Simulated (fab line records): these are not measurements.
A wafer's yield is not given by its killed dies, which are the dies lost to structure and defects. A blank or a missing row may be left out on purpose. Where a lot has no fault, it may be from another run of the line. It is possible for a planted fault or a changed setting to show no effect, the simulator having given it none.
The tool behind it: which one? -- flow berkeley-cmos170 -- 39 wafers from 13 lots sampled at 3 of the route's 331 steps

WHAT THE GAUGES SHOWED, per wafer
The record holds no reading of a measuring or inspecting step that can be judged against a usual standard deviation.

TOOL THAT RAN EACH LOT (tool first, then ch and the chambers of the sampled wafers, then the start)
lot,UCB170_GATE_ETCH_15,UCB170_PLDD_HMDS_00,UCB170_PLDD_COAT_01
L389,"rie-si-02 ch 0,1,2, day 8 02:06","litho-track-02 ch 0, day 8 02:34","litho-track-02 ch 0, day 8 02:43"
L390,"rie-si-01 ch 0,2,3, day 8 02:13","litho-track-04 ch 0, day 8 02:41","litho-track-04 ch 0, day 8 02:50"
L391,"rie-si-01 ch 0,1,2, day 8 17:16","litho-track-02 ch 0, day 8 18:04","litho-track-02 ch 0, day 8 18:13"
L393,"rie-si-01 ch 1,2,3, day 9 14:26","litho-track-04 ch 0, day 9 14:56","litho-track-04 ch 0, day 9 15:05"
L396,"rie-si-02 ch 0,1,2, day 9 14:34","litho-track-03 ch 0, day 9 15:11","litho-track-03 ch 0, day 9 15:20"
L394,"rie-si-01 ch 0,2, day 9 14:34","litho-track-02 ch 0, day 9 15:22","litho-track-02 ch 0, day 9 15:31"
L395,"rie-si-02 ch 0,1, day 9 14:43","litho-track-04 ch 0, day 9 15:24","litho-track-04 ch 0, day 9 15:33"
L397,"rie-si-01 ch 0,2, day 10 01:38","litho-track-04 ch 0, day 10 02:05","litho-track-04 ch 0, day 10 02:14"
L398,"rie-si-02 ch 1,2,3, day 10 01:53","litho-track-03 ch 0, day 10 02:21","litho-track-03 ch 0, day 10 02:30"
L402,"rie-si-02 ch 1,2,3, day 10 17:40","litho-track-03 ch 0, day 10 18:20","litho-track-03 ch 0, day 10 18:29"
L400,"rie-si-01 ch 0,1,3, day 10 17:47","litho-track-03 ch 0, day 10 18:46","litho-track-03 ch 0, day 10 18:55"
L399,"rie-si-02 ch 1,2,3, day 10 17:54","litho-track-02 ch 0, day 10 18:41","litho-track-02 ch 0, day 10 18:50"
L409,"rie-si-02 ch 0,2,3, day 11 20:52","litho-track-03 ch 0, day 11 23:20","litho-track-03 ch 0, day 11 23:29"
- UCB170_GATE_ETCH_15: etches poly-Si in HBr/Cl2, stops on SiO2, time 56.3 s, target depth 278.2 nm.
- UCB170_PLDD_HMDS_00: prime time 60 s.
- UCB170_PLDD_COAT_01: resist thk 886.4 nm.

WHAT THE TOOLS THEMSELVES READ (means of the sampled wafers that have a number; where no wafer has one, the mark that the record gives instead)
UCB170_GATE_ETCH_15. Usual: drypump-motor-current-A 5.9 A, standard deviation 0.45; oes-product-au 0.829 a.u., standard deviation 0.016; throttle-valve-pct 26.39 %, standard deviation 0.18.
lot,tool,drypump-motor-current-A (A),oes-product-au (a.u.),throttle-valve-pct (%),flag
L389,rie-si-02,6.1,0.830,26.34,
L390,rie-si-01,5.8,0.827,26.40,
L391,rie-si-01,5.7,0.832,26.47,
L393,rie-si-01,5.6,0.833,26.45,
L396,rie-si-02,6.1,0.835,26.35,
L394,rie-si-01,5.9,0.844,26.57,
L395,rie-si-02,6.2,0.828,26.50,
L397,rie-si-01,5.9,0.844,26.58,
L398,rie-si-02,6.2,0.835,26.32,
L402,rie-si-02,6.2,0.816,26.32,
L400,rie-si-01,5.5,0.811,26.30,
L399,rie-si-02,6.2,0.824,26.31,
L409,rie-si-02,5.9,0.834,26.41,

UCB170_PLDD_HMDS_00. Usual: chill-plate-temp-C reads 23.01 C (standard deviation 0.1).
lot,tool,chill-plate-temp-C (C),flag
L389,litho-track-02,23.03,
L390,litho-track-04,23.00,
L391,litho-track-02,23.08,
L393,litho-track-04,23.03,
L396,litho-track-03,22.89,
L394,litho-track-02,22.88,
L395,litho-track-04,23.06,
L397,litho-track-04,22.94,
L398,litho-track-03,23.06,
L402,litho-track-03,23.10,
L400,litho-track-03,23.02,
L399,litho-track-02,22.77,
L409,litho-track-03,23.10,

UCB170_PLDD_COAT_01. Usual: chill-plate-temp-C reads 23.00 C (standard deviation 0.11).
lot,tool,chill-plate-temp-C (C),flag
L389,litho-track-02,23.23,
L390,litho-track-04,22.96,
L391,litho-track-02,22.95,
L393,litho-track-04,23.02,
L396,litho-track-03,23.01,
L394,litho-track-02,22.97,
L395,litho-track-04,22.98,
L397,litho-track-04,23.00,
L398,litho-track-03,22.93,
L402,litho-track-03,23.13,
L400,litho-track-03,23.09,
L399,litho-track-02,23.08,
L409,litho-track-03,22.95,

THE ANSWER, worked out from the rows above alone
Rule: take the mean of a lot's wafers that have a number; if it is more than 3 standard deviations from the usual mean, the lot is off. A lot without any number at a reading at which 4 lots or more have one is off too. The other lots that the step has rows for count as sound. Order of review: gauges by route order, followed by the tools' own readings, for which a lot's mean as printed above is used. At the first step where some lot is off, the reading lying furthest off is the one used; lots without a number count as furthest.
None of the lots is off at any reading shown; this tells nothing.

WHAT THE SIMULATOR HAD INSERTED
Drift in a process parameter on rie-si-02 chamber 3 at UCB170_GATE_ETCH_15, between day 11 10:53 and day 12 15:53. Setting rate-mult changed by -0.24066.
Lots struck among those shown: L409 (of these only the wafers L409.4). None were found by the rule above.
